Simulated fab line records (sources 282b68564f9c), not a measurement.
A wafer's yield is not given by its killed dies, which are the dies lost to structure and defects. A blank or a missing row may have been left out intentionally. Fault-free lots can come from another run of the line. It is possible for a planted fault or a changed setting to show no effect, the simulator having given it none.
Check for tools in common || flow rit_cmos || Lots sampled 14, wafers sampled 42

## WHY THIS WAS OPENED
RIT_SILICIDE_RS_MEAS_02, reading SILICIDE_TI_RS: flagged on 2 of 14 lots. Wafers without a fault read 48.2 ohm/sq, standard deviation 0.74.
Rule: flag the lot when none of its wafers has a number, or when each of its wafers that has one lies beyond 4 standard deviations from that mean. As for the other lots, they are considered sound.

{"lot": "L509", "measured": "day 3 13:47", "on": "film_metro-04", "SILICIDE_TI_RS (ohm/sq), wafer by wafer": "47.0 47.3 47.6", "flag": ""}
{"lot": "L511", "measured": "day 4 01:05", "on": "film_metro-01", "SILICIDE_TI_RS (ohm/sq), wafer by wafer": "47.2 47.7 47.5", "flag": ""}
{"lot": "L512", "measured": "day 4 03:55", "on": "film_metro-03", "SILICIDE_TI_RS (ohm/sq), wafer by wafer": "48.6 48.3 49.2", "flag": ""}
{"lot": "L513", "measured": "day 4 08:11", "on": "film_metro-01", "SILICIDE_TI_RS (ohm/sq), wafer by wafer": "48.4 48.3 48.1", "flag": ""}
{"lot": "L514", "measured": "day 4 15:59", "on": "film_metro-04", "SILICIDE_TI_RS (ohm/sq), wafer by wafer": "48.7 49.3 48.2", "flag": ""}
{"lot": "L515", "measured": "day 4 18:33", "on": "film_metro-04", "SILICIDE_TI_RS (ohm/sq), wafer by wafer": "48.3 48.4 48.2", "flag": ""}
{"lot": "L516", "measured": "day 4 22:43", "on": "film_metro-04", "SILICIDE_TI_RS (ohm/sq), wafer by wafer": "47.6 49.2 48.5", "flag": ""}
{"lot": "L517", "measured": "day 5 04:52", "on": "film_metro-01", "SILICIDE_TI_RS (ohm/sq), wafer by wafer": "47.1 46.6 47.2", "flag": ""}
{"lot": "L520", "measured": "day 5 19:07", "on": "film_metro-01", "SILICIDE_TI_RS (ohm/sq), wafer by wafer": "30.3 30.9 30.5", "flag": "FLAGGED"}
{"lot": "L522", "measured": "day 6 08:17", "on": "film_metro-01", "SILICIDE_TI_RS (ohm/sq), wafer by wafer": "30.2 30.4 30.3", "flag": "FLAGGED"}
{"lot": "L523", "measured": "day 6 12:14", "on": "film_metro-03", "SILICIDE_TI_RS (ohm/sq), wafer by wafer": "48.1 48.1 48.0", "flag": ""}
{"lot": "L525", "measured": "day 7 00:46", "on": "film_metro-04", "SILICIDE_TI_RS (ohm/sq), wafer by wafer": "49.6 49.7 49.1", "flag": ""}
{"lot": "L527", "measured": "day 7 14:55", "on": "film_metro-01", "SILICIDE_TI_RS (ohm/sq), wafer by wafer": "47.3 47.8 47.7", "flag": ""}
{"lot": "L529", "measured": "day 7 22:21", "on": "film_metro-04", "SILICIDE_TI_RS (ohm/sq), wafer by wafer": "47.1 47.5 47.2", "flag": ""}
On average the flagged lots' numbers are 30.4 ohm/sq, which is -17.8 ohm/sq against the usual, or -24 standard deviations.

## WHICH TOOL EACH LOT WENT THROUGH
The record holds 1 process step before the reading, out of a route of 202 steps. Read each cell as the tool, then ch plus the chambers that the sampled wafers visited, then the start.
{"lot": "L509", "flag": "", "RIT_SILICIDE_SPUTTER_01": "pvd_sputter-01, day 3 13:38"}
{"lot": "L511", "flag": "", "RIT_SILICIDE_SPUTTER_01": "pvd_sputter-01, day 4 00:56"}
{"lot": "L512", "flag": "", "RIT_SILICIDE_SPUTTER_01": "pvd_sputter-04, day 4 03:44"}
{"lot": "L513", "flag": "", "RIT_SILICIDE_SPUTTER_01": "pvd_sputter-01, day 4 08:02"}
{"lot": "L514", "flag": "", "RIT_SILICIDE_SPUTTER_01": "pvd_sputter-04, day 4 15:49"}
{"lot": "L515", "flag": "", "RIT_SILICIDE_SPUTTER_01": "pvd_sputter-02, day 4 18:24"}
{"lot": "L516", "flag": "", "RIT_SILICIDE_SPUTTER_01": "pvd_sputter-04, day 4 22:34"}
{"lot": "L517", "flag": "", "RIT_SILICIDE_SPUTTER_01": "pvd_sputter-01, day 5 04:43"}
{"lot": "L520", "flag": "FLAGGED", "RIT_SILICIDE_SPUTTER_01": "pvd_sputter-04, day 5 18:56"}
{"lot": "L522", "flag": "FLAGGED", "RIT_SILICIDE_SPUTTER_01": "pvd_sputter-04, day 6 08:05"}
{"lot": "L523", "flag": "", "RIT_SILICIDE_SPUTTER_01": "pvd_sputter-02, day 6 12:05"}
{"lot": "L525", "flag": "", "RIT_SILICIDE_SPUTTER_01": "pvd_sputter-02, day 7 00:35"}
{"lot": "L527", "flag": "", "RIT_SILICIDE_SPUTTER_01": "pvd_sputter-02, day 7 14:46"}
{"lot": "L529", "flag": "", "RIT_SILICIDE_SPUTTER_01": "pvd_sputter-02, day 7 22:11"}
These steps, and what they do:
- RIT_SILICIDE_SPUTTER_01: material Ti, target thk 30 nm, time 240 s.
- RIT_SILICIDE_RS_MEAS_02: measures by four-point-probe.

## FLAGGED AGAINST TOTAL, ONE TOOL AT A TIME (gauges that did the reading follow at the end)
{"step": "RIT_SILICIDE_SPUTTER_01", "tool": "pvd_sputter-01", "lots run": 4, "flagged": 0, "share of the flagged lots": "none", "sound lots run after its first flagged lot": "-"}
{"step": "RIT_SILICIDE_SPUTTER_01", "tool": "pvd_sputter-02", "lots run": 5, "flagged": 0, "share of the flagged lots": "none", "sound lots run after its first flagged lot": "-"}
{"step": "RIT_SILICIDE_SPUTTER_01", "tool": "pvd_sputter-04", "lots run": 5, "flagged": 2, "share of the flagged lots": "all", "sound lots run after its first flagged lot": 0}
{"step": "RIT_SILICIDE_RS_MEAS_02", "tool": "film_metro-01", "lots run": 6, "flagged": 2, "share of the flagged lots": "all", "sound lots run after its first flagged lot": "1 (L527)"}
{"step": "RIT_SILICIDE_RS_MEAS_02", "tool": "film_metro-03", "lots run": 2, "flagged": 0, "share of the flagged lots": "none", "sound lots run after its first flagged lot": "-"}
{"step": "RIT_SILICIDE_RS_MEAS_02", "tool": "film_metro-04", "lots run": 6, "flagged": 0, "share of the flagged lots": "none", "sound lots run after its first flagged lot": "-"}

## WHAT THE TABLE PERMITS
Every flagged lot went through 2 rows of the table: pvd_sputter-04 at RIT_SILICIDE_SPUTTER_01 and film_metro-01 at RIT_SILICIDE_RS_MEAS_02.
- pvd_sputter-04 at RIT_SILICIDE_SPUTTER_01: 2 of its 5 lots flagged. A fault beginning between L516 (day 4 22:34), its last sound lot, and L520 (day 5 18:56), its first flagged one, fits the data.
- film_metro-01 at RIT_SILICIDE_RS_MEAS_02: 2 of its 6 lots flagged. After the first flagged lot (L527), sound lots still ran on it; a lasting fault on the whole tool would not permit that.
What remains is a single tool, pvd_sputter-04 at RIT_SILICIDE_SPUTTER_01.

## WHAT THE SIMULATOR PUT IN
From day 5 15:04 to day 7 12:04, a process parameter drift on pvd_sputter-04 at RIT_SILICIDE_SPUTTER_01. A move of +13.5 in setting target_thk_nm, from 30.
Lots struck among those shown: L520, L522. The same result came from the rule above.
